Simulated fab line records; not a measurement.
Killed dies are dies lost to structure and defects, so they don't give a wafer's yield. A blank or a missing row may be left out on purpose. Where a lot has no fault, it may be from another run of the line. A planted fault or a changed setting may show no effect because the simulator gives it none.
Struck lot and sound lot, side by side :: flow rit_cmos :: 18 out of 202 route steps
Sound: wafers L444.1, L444.5, L444.6. The struck wafers were L451.1, L451.2, L451.5. At the end, the cause is stated.
Each step with rows lists, per side, the tool, then ch with its chambers, then its first start. Under that, the readings that differ: sound wafers :: struck wafers :: difference of the means :: sigmas: that difference in standard deviations of wafers without a fault.
alike: readings whose means differ by less than 2 such deviations, and words and numbers that are the same on both sides. not compared: withheld readings, readings that some wafer has no value for, bounds like >300 that may hide the same value, and numbers for which the record gives no deviation and whose values overlap.
The two part at a step that has a row with sigmas, a row that says differs or no value, or rows on one side only. Numbers that don't overlap but have no deviation are shown without sigmas and don't part them. A reading missing from all wafers of one side parts the sides only when that side holds two or more wafers.

first, 4 steps without rows for these wafers: RIT_NWELL_SOFTBAKE_02 (time 60 s); RIT_NWELL_EXPOSE_03 (exposes mask M2, target cd 43900 nm); RIT_NWELL_PEB_04; RIT_NWELL_DEVELOP_05 (develop time 68 s).
RIT_NWELL_OVL_MEAS_06:
  struck on overlay-02, day 3 12:43; sound on overlay-01, day 2 02:24
  alike: NWELL_OVL
then, 2 steps without rows for these wafers: RIT_NWELL_HARDBAKE_07 (time 120 s); RIT_NWELL_IMPLANT_08.
RIT_NWELL_STRIP_09: strips in O2, time 180 s.
  sound on plasma_asher-04 ch 0,1, day 2 02:50; struck on plasma_asher-04 ch 0,1, day 3 13:09
  alike: drypump_motor_current_A
  not compared: rf_hours_counter_h
RIT_NWELL_TW_MEAS_10:
  struck on film_metro-02, day 3 13:19; sound on film_metro-03, day 2 03:01
  alike: NWELL_TW
then, 3 steps without rows for these wafers: RIT_PWELL_HMDS_00 (prime time 60 s); RIT_PWELL_COAT_01 (resist thk 1300 nm); RIT_PWELL_SOFTBAKE_02 (time 60 s).
RIT_PWELL_EXPOSE_03: exposes mask M3, target cd 43700 nm.
  sound on iline_stepper-02 ch 0, day 2 03:39; struck on iline_stepper-02 ch 0, day 3 13:52
reading: model.PWELL.overlay_x_nm (nm)
sound: 2.135 2.135 2.135
struck: 1.125e+04 1.125e+04 1.125e+04
difference: +1.125e+04
sigmas: 
  alike: mask
then, 2 steps without rows for these wafers: RIT_PWELL_PEB_04; RIT_PWELL_DEVELOP_05 (develop time 68 s).
RIT_PWELL_OVL_MEAS_06:
  struck on overlay-01, day 3 14:18; sound on overlay-01, day 2 04:05
reading: PWELL_OVL (nm)
sound: 2.4 0.9 1.9
struck: - - -
difference: no value on the struck wafers
sigmas: 
then, 1 step without rows for these wafers: RIT_PWELL_HARDBAKE_07 (time 120 s).
RIT_M1_PROBE_99:
  struck on prober-01, day 5 03:26; sound on prober-02, day 3 14:32
reading: killed_at_contacts
sound: 0 0 0
struck: 0 0 1
difference: +0
sigmas: +2

reading: killed_at_front_end
sound: 11 3 7
struck: 264 264 263
difference: +257
sigmas: +86

reading: killed_dies
sound: 11 3 7
struck: 264 264 264
difference: +257
sigmas: +86

reading: killed_on_rim
sound: 1 1 2
struck: 70 70 70
difference: +69
sigmas: +53

reading: model.etest.nmos_0p3.r_on_ohm_um
sound: 2143 2171 2160
struck: 1516 1495 1526
difference: -646
sigmas: 

reading: model.etest.nmos_turned.drive_ua_um
sound: 322.3 327.5 311.7
struck: 638.2 641.5 633.1
difference: +317.1
sigmas: 

reading: model.etest.nmos_narrow.drive_ua_um
sound: 233.1 231.1 230.1
struck: 433.3 432.5 428.2
difference: +199.9
sigmas: 

reading: model.etest.nmos_0p3.drive_ua_um
sound: 229.4 228.9 225.5
struck: 416.4 422.7 419.3
difference: +191.5
sigmas: 

reading: model.etest.well_edge_right.line_ohm_um
sound: 183.6 180.8 186.2
struck: 142.5 142.7 140.7
difference: -41.6
sigmas: 

reading: model.etest.iso_nwell_nwell.short
sound: 0 0 0
struck: 1 1 1
difference: +1
sigmas: 

reading: model.etest.ring.no_ring
sound: 0 0 0
struck: 1 1 1
difference: +1
sigmas: 

reading: model.etest.pmos_narrow.short
sound: 0 0 0
struck: 1 1 1
difference: +1
sigmas: 
  alike: killed_at_M0_to_M3, killed_open, killed_short

== WHERE THEY PART ==
Earliest at RIT_PWELL_OVL_MEAS_06; latest, in this record, at RIT_M1_PROBE_99.

WHY: whatever the simulator had introduced
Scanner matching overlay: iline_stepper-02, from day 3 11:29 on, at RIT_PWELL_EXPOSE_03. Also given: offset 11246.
